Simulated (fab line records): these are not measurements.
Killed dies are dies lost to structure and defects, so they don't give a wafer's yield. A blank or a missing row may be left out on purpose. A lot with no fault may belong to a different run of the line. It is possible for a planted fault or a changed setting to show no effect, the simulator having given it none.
Which of the tools did it? :: flow berkeley-cmos170 :: 21 wafers from 7 lots sampled at 4 of the route's 331 steps

## WHAT THE GAUGES READ, wafer by wafer
UCB170_M1_CD_MEAS_90: target cd 700 nm.
lot: L526
measured: day 9 02:38
on: cd-sem-01
cd-nm (nm): 699.5 697.6 698.2

lot: L528
measured: day 9 08:58
on: cd-sem-01
cd-nm (nm): 702.5 701.4 703.7

lot: L529
measured: day 9 22:43
on: cd-sem-01
cd-nm (nm): 698.9 701.8 700.1

lot: L534
measured: day 10 08:41
on: cd-sem-01
cd-nm (nm): 697.1 698.3 701.4

lot: L538
measured: day 11 19:31
on: cd-sem-01
cd-nm (nm): 697.5 699.8 697.8

lot: L542
measured: day 12 15:59
on: cd-sem-01
cd-nm (nm): 716.2 715.9 716.2

lot: L544
measured: day 13 12:35
on: cd-sem-01
cd-nm (nm): 700.8 698.5 697.4

## WHAT TOOL EACH LOT RAN ON (gives the tool, then ch and the chambers of the sampled wafers, and finally the start)
lot: L526
UCB170_SILICIDE_SPUTTER_01: pvd-sputter-01, day 8 15:43
UCB170_CONTACT_ETCH_18: rie-diel-01 ch 0,3, day 9 02:24 or earlier
UCB170_M1_METAL_ETCH_12: rie-metal-03 ch 0,1, day 9 02:24

lot: L528
UCB170_SILICIDE_SPUTTER_01: pvd-sputter-01, day 8 22:46
UCB170_CONTACT_ETCH_18: rie-diel-01 ch 0,1,2, day 9 08:44 or earlier
UCB170_M1_METAL_ETCH_12: rie-metal-01 ch 0,1, day 9 08:44

lot: L529
UCB170_SILICIDE_SPUTTER_01: pvd-sputter-02, day 9 12:23
UCB170_CONTACT_ETCH_18: rie-diel-04 ch 1,2,3, day 9 22:17 or earlier
UCB170_M1_METAL_ETCH_12: rie-metal-02 ch 0,1, day 9 22:17

lot: L534
UCB170_SILICIDE_SPUTTER_01: pvd-sputter-03, day 10 02:29
UCB170_CONTACT_ETCH_18: rie-diel-01 ch 0,2, day 10 08:27 or earlier
UCB170_M1_METAL_ETCH_12: rie-metal-02 ch 0,1, day 10 08:27

lot: L538
UCB170_SILICIDE_SPUTTER_01: pvd-sputter-03, day 11 11:50
UCB170_CONTACT_ETCH_18: rie-diel-04 ch 1,2,3, day 11 19:16 or earlier
UCB170_M1_METAL_ETCH_12: rie-metal-02 ch 0,1, day 11 19:16

lot: L542
UCB170_SILICIDE_SPUTTER_01: pvd-sputter-01, day 12 06:19
UCB170_CONTACT_ETCH_18: rie-diel-01 ch 0,1,2, day 12 15:44 or earlier
UCB170_M1_METAL_ETCH_12: rie-metal-01 ch 1, day 12 15:44

lot: L544
UCB170_SILICIDE_SPUTTER_01: pvd-sputter-03, day 13 02:37
UCB170_CONTACT_ETCH_18: rie-diel-02 ch 1,2,3, day 13 12:16 or earlier
UCB170_M1_METAL_ETCH_12: rie-metal-02 ch 0,1, day 13 12:16
- UCB170_SILICIDE_SPUTTER_01: material Ti, target thk 30 nm, time 25 s.
- UCB170_CONTACT_ETCH_18: etches PSG in CHF3/CF4/Ar, stops on TiSi2, target depth 840 nm, time 195 s.
- UCB170_M1_METAL_ETCH_12: etches Al in Cl2/BCl3, stops on PSG, target depth 780 nm, time 130 s.

## THE ANSWER, worked out from the rows above alone
Rule: usual is defined by the lots themselves. Put in order of their means at a reading, lots are off if they are a third of the lots or fewer, leave a main group of 4 or more, and stand apart from it by a gap of 3 or more times the standard deviation of the main group's means; of several such gaps the widest counts. A main group whose means are all the same, to the digits that the tables above print for the reading, isn't used. A lot without any number at a reading at which 4 lots or more have one is off too. Where the step has rows for the other lots, those lots are counted as sound.
Off: L542, at UCB170_M1_CD_MEAS_90 (cd-nm). The main group: mean 699.6 nm, standard deviation 1.5.
If a tool, at a process step before that reading, ran all the lots that are off and no sound lot after the first of them, it fits. Gauges at UCB170_M1_CD_MEAS_90: tried the same way as those tools. UCB170_CONTACT_ETCH_18 gives no start for some lots, so the hours and the order of its lots are those of UCB170_M1_METAL_ETCH_12. Can't be told from this: 3 tools fit, pvd-sputter-01 at UCB170_SILICIDE_SPUTTER_01, rie-diel-01 at UCB170_CONTACT_ETCH_18, rie-metal-01 at UCB170_M1_METAL_ETCH_12.

## WHAT HAD BEEN PUT IN BY THE SIMULATOR
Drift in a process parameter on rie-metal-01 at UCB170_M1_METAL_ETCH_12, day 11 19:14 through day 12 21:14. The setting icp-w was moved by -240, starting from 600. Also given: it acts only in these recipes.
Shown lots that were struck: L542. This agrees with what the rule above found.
